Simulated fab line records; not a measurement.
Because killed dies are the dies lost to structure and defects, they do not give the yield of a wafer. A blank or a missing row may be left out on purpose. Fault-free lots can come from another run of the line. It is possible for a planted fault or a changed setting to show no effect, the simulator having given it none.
fab line records | flow berkeleyCmos170
record: lots: 15 wafers: 45 lastDay: 12
route steps=331 shown PVT@115 PSD@206 M2@273 V2@305
lots untouched by any fault: they come from a run of this same line in which no faults occurred
startH: the number of hours between the record's first day and the start of the first shown wafer of the lot | waitH: hours since the lot's step before | " the same as in the row above | L1.1+2: one row covering several wafers at once | - no value, or no start was given | * or withheld: withheld | < > ~ a bound
route shown NAME@n: a module of which the file shows steps, and the number in the route of the first | usual: mean/standard deviation taken from wafers without a fault | same: alike in all rows | chamber/n: place in a boat | sites: per-site readings | _std_site: standard deviation of those values | _edge_site: the outer-site mean with the inner-site mean subtracted | radiusMm: for every site, how far away it sits from the centre of the wafer | mask NAME#n: copy n | behind: tool/chamber where the wafer was last shaped | hold: why the lot went on hold/how many hours it stayed there/how the hold came to an end | device: names the non-switching transistor (n, p or np) | end of line: tests run on the same wafers once the route is complete | step lacking rows: just its recipe | killed: dies lost to structure and defects at the first sort, not the wafer's yield | map: per-die view of a wafer (x killed, . not killed, _ where there is no die)
set.NAME: the setting that was run; set.NAME@STEP: the one run at that earlier step | model.NAME: the simulator's own value behind a step, which no gauge read
one table for each step of the route and one row for each wafer, over a sample of lots
== steps ==
step: UCB170_PVT_HMDS_00
recipe: primeTimeS: 60 primeTempC: 100
usual: chillPlateTempC: 22.98/0.11 primeTempC: 100.00/0.16
columns lot.wafer tool chamber startH waitH chillPlateTempC primeTempC
L486.2 lithoTrack-01 0 107.06 0.2 22.96 100.18
L486.3 " 0 " " 22.99 100.00
L486.6 " 0 " " 22.95 100.04
L487.1 lithoTrack-01 0 117.56 0.0 23.01 99.99
L487.5 " 0 " " 22.92 99.89
L487.6 " 0 " " 23.03 100.10
L489.3 lithoTrack-04 0 128.93 0.1 22.92 100.21
L489.5 " 0 " " 22.92 99.79
L489.6 " 0 " " 22.96 99.94
L492.1 lithoTrack-04 0 137.85 0.1 23.00 100.33
L492.3 " 0 " " 22.98 100.12
L492.5 " 0 " " 23.05 100.06
L495.1 lithoTrack-01 0 153.15 0.3 22.81 100.02
L495.4 " 0 " " 22.97 100.02
L495.6 " 0 " " 22.77 100.10
L494.2 lithoTrack-04 0 153.37 0.5 22.87 100.06
L494.4 " 0 " " 22.89 100.06
L494.6 " 0 " " 22.89 100.18
L497.3 lithoTrack-04 0 163.71 0.3 22.88 99.93
L497.5 " 0 " " 23.09 99.90
L497.6 " 0 " " 22.90 99.92
L499.2 lithoTrack-02 0 163.95 0.0 23.18 100.11
L499.4 " 0 " " 23.18 99.96
L499.5 " 0 " " 23.20 100.07
L500.1 lithoTrack-01 0 177.99 0.5 23.00 100.03
L500.5 " 0 " " 23.04 100.18
L500.6 " 0 " " 22.90 100.08
L503.3 lithoTrack-04 0 192.31 0.1 22.87 100.06
L503.4 " 0 " " 22.94 99.94
L503.6 " 0 " " 22.91 100.01
L502.3 lithoTrack-01 0 192.51 0.2 23.06 102.56
L502.5 " 0 " " 22.91 102.36
L502.6 " 0 " " 23.00 102.58
L504.1 lithoTrack-01 0 198.36 0.0 23.05 102.11
L504.5 " 0 " " 22.93 102.16
L504.6 " 0 " " 22.98 101.92
L506.2 lithoTrack-04 0 211.82 0.1 23.05 100.20
L506.4 " 0 " " 23.00 100.26
L506.6 " 0 " " 23.05 100.14
L507.3 lithoTrack-01 0 212.52 0.2 23.10 101.97
L507.4 " 0 " " 23.22 102.07
L507.6 " 0 " " 23.12 102.27
L508.2 lithoTrack-04 0 223.75 0.0 22.90 99.73
L508.3 " 0 " " 23.11 99.80
L508.5 " 0 " " 22.96 99.69
step: UCB170_SDANNEAL_RS_MEAS_02
recipe: thkMeasGauge: four-point-probe
usual: PSD_RS: 75.8/0.37
columns lot.wafer tool chamber startH waitH PSD_RS[ohm/sq]
L486.2 filmMetro-02 - 137.31 0.1 75.8
L486.3 " - " " 75.8
L486.6 " - " " 75.5
L487.1 filmMetro-01 - 146.49 0.0 75.5
L487.5 " - " " 75.5
L487.6 " - " " 75.9
L489.3 filmMetro-01 - 156.11 0.1 76.2
L489.5 " - " " 75.9
L489.6 " - " " 75.9
L492.1 filmMetro-02 - 170.07 0.0 75.5
L492.3 " - " " 75.6
L492.5 " - " " 75.3
L495.1 filmMetro-02 - 179.41 0.0 75.8
L495.4 " - " " 75.8
L495.6 " - " " 75.7
L494.2 filmMetro-03 - 179.89 0.1 76.1
L494.4 " - " " 76.2
L494.6 " - " " 76.0
L497.3 filmMetro-03 - 196.42 0.1 76.2
L497.5 " - " " 76.2
L497.6 " - " " 76.1
L499.2 filmMetro-01 - 196.77 0.1 76.3
L499.4 " - " " 76.3
L499.5 " - " " 76.3
L500.1 filmMetro-02 - 206.45 0.0 75.3
L500.5 " - " " 75.3
L500.6 " - " " 75.5
L503.3 filmMetro-01 - 220.18 0.1 75.6
L503.4 " - " " 75.4
L503.6 " - " " 75.3
L502.3 filmMetro-02 - 220.38 0.1 76.3
L502.5 " - " " 76.0
L502.6 " - " " 76.0
L504.1 filmMetro-03 - 224.50 0.0 76.2
L504.5 " - " " 76.3
L504.6 " - " " 76.3
L506.2 filmMetro-03 - 240.29 0.1 76.3
L506.4 " - " " 76.0
L506.6 " - " " 76.2
L507.3 filmMetro-01 - 240.68 0.1 76.0
L507.4 " - " " 75.6
L507.6 " - " " 75.8
L508.2 filmMetro-03 - 256.76 0.1 75.9
L508.3 " - " " 76.1
L508.5 " - " " 76.0
step: UCB170_M2_RS_MEAS_02
recipe: thkMeasGauge: four-point-probe reads: Al_of_M2_SPUTTER_01
usual: M2_AL_RS: 0.0323/0.00037
columns lot.wafer tool chamber startH waitH M2_AL_RS[ohm/sq]
L486.2 filmMetro-01 - 151.55 0.1 0.0318
L486.3 " - " " 0.0322
L486.6 " - " " 0.0315
L487.1 filmMetro-04 - 163.08 0.0 0.0326
L487.5 " - " " 0.0323
L487.6 " - " " 0.0325
L489.3 filmMetro-03 - 171.97 0.1 0.0323
L489.5 " - " " 0.0325
L489.6 " - " " 0.0322
L492.1 filmMetro-04 - 185.47 0.0 0.0316
L492.3 " - " " 0.0318
L492.5 " - " " 0.0314
L494.2 filmMetro-01 - 196.06 0.1 0.0323
L494.4 " - " " 0.0323
L494.6 " - " " 0.0325
L495.1 filmMetro-01 - 196.22 0.1 0.0325
L495.4 " - " " 0.0326
L495.6 " - " " 0.0324
L497.3 filmMetro-03 - 211.81 0.1 0.0319
L497.5 " - " " 0.0322
L497.6 " - " " 0.0321
L499.2 filmMetro-01 - 212.69 0.1 0.0319
L499.4 " - " " 0.0320
L499.5 " - " " 0.0317
L500.1 filmMetro-03 - 221.57 0.1 0.0326
L500.5 " - " " 0.0322
L500.6 " - " " 0.0325
L502.3 filmMetro-03 - 235.85 0.1 0.0325
L502.5 " - " " 0.0327
L502.6 " - " " 0.0324
L503.3 filmMetro-04 - 236.15 0.1 0.0323
L503.4 " - " " 0.0324
L503.6 " - " " 0.0324
L504.1 filmMetro-01 - 240.06 0.0 0.0321
L504.5 " - " " 0.0320
L504.6 " - " " 0.0323
L506.2 filmMetro-04 - 255.34 0.1 0.0322
L506.4 " - " " 0.0322
L506.6 " - " " 0.0320
L507.3 filmMetro-03 - 255.37 0.1 0.0319
L507.4 " - " " 0.0323
L507.6 " - " " 0.0322
L508.2 filmMetro-01 - 270.91 0.1 0.0315
L508.3 " - " " 0.0317
L508.5 " - " " 0.0314
step: UCB170_V2_OVL_MEAS_13
usual: V2_OVL: 2/5
columns lot.wafer tool chamber startH waitH V2_OVL[nm]
L486.2 overlay-01 - 157.07 0.1 6
L486.3 " - " " -5
L486.6 " - " " 6
L487.1 overlay-01 - 168.36 0.1 6
L487.5 " - " " 7
L487.6 " - " " 3
L489.3 overlay-01 - 176.88 0.1 7
L489.5 " - " " -1
L489.6 " - " " 3
L492.1 overlay-01 - 190.52 0.1 2
L492.3 " - " " -1
L492.5 " - " " 1
L494.2 overlay-02 - 200.65 0.1 8
L494.4 " - " " 17
L494.6 " - " " 12
L495.1 overlay-01 - 201.53 0.1 -2
L495.4 " - " " 0
L495.6 " - " " -1
L497.3 overlay-02 - 216.48 0.1 12
L497.5 " - " " 7
L497.6 " - " " 0
L499.2 overlay-01 - 217.71 0.1 -1
L499.4 " - " " -8
L499.5 " - " " 7
L500.1 overlay-02 - 225.90 0.1 -5
L500.5 " - " " -4
L500.6 " - " " -9
L502.3 overlay-01 - 240.95 0.1 0
L502.5 " - " " 3
L502.6 " - " " -1
L503.3 overlay-02 - 241.83 0.1 4
L503.4 " - " " 2
L503.6 " - " " 2
L504.1 overlay-01 - 244.97 0.1 -6
L504.5 " - " " 8
L504.6 " - " " 3
L507.3 overlay-01 - 261.03 0.1 -2
L507.4 " - " " 12
L507.6 " - " " 4
L506.2 overlay-02 - 261.26 0.1 1
L506.4 " - " " -7
L506.6 " - " " -4
L508.2 overlay-02 - 276.86 0.1 -6
L508.3 " - " " 0
L508.5 " - " " -6
== key ==
firstSign: step: UCB170_PVT_HMDS_00 reading: primeTempC direction: up sigmas: 13 usual: * struck: *
effect none on later readings
metAt UCB170_PVT_HMDS_00
struckLots L502,L504,L507
testerLeftOut L502,L504,L507
notActingAt UCB170_SDANNEAL_RS_MEAS_02,UCB170_M2_RS_MEAS_02,UCB170_V2_OVL_MEAS_13
onsetBetween 177.99 192.51
fault: kind: processParameterDrift tool: lithoTrack-01 chamber: - onsetH: 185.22 steps: UCB170_PVT_HMDS_00 channel: primeTempC offset: * shape: step endH: 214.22 actsIn: * stated: *
testerLeftOut: of these lots the tester's yield and bins aren't shown, on N5 and GAA mostly nor the transistor test; their killed dies are dies lost to structure and defects alone, not to doping, threshold or leakage, so they don't give the yield
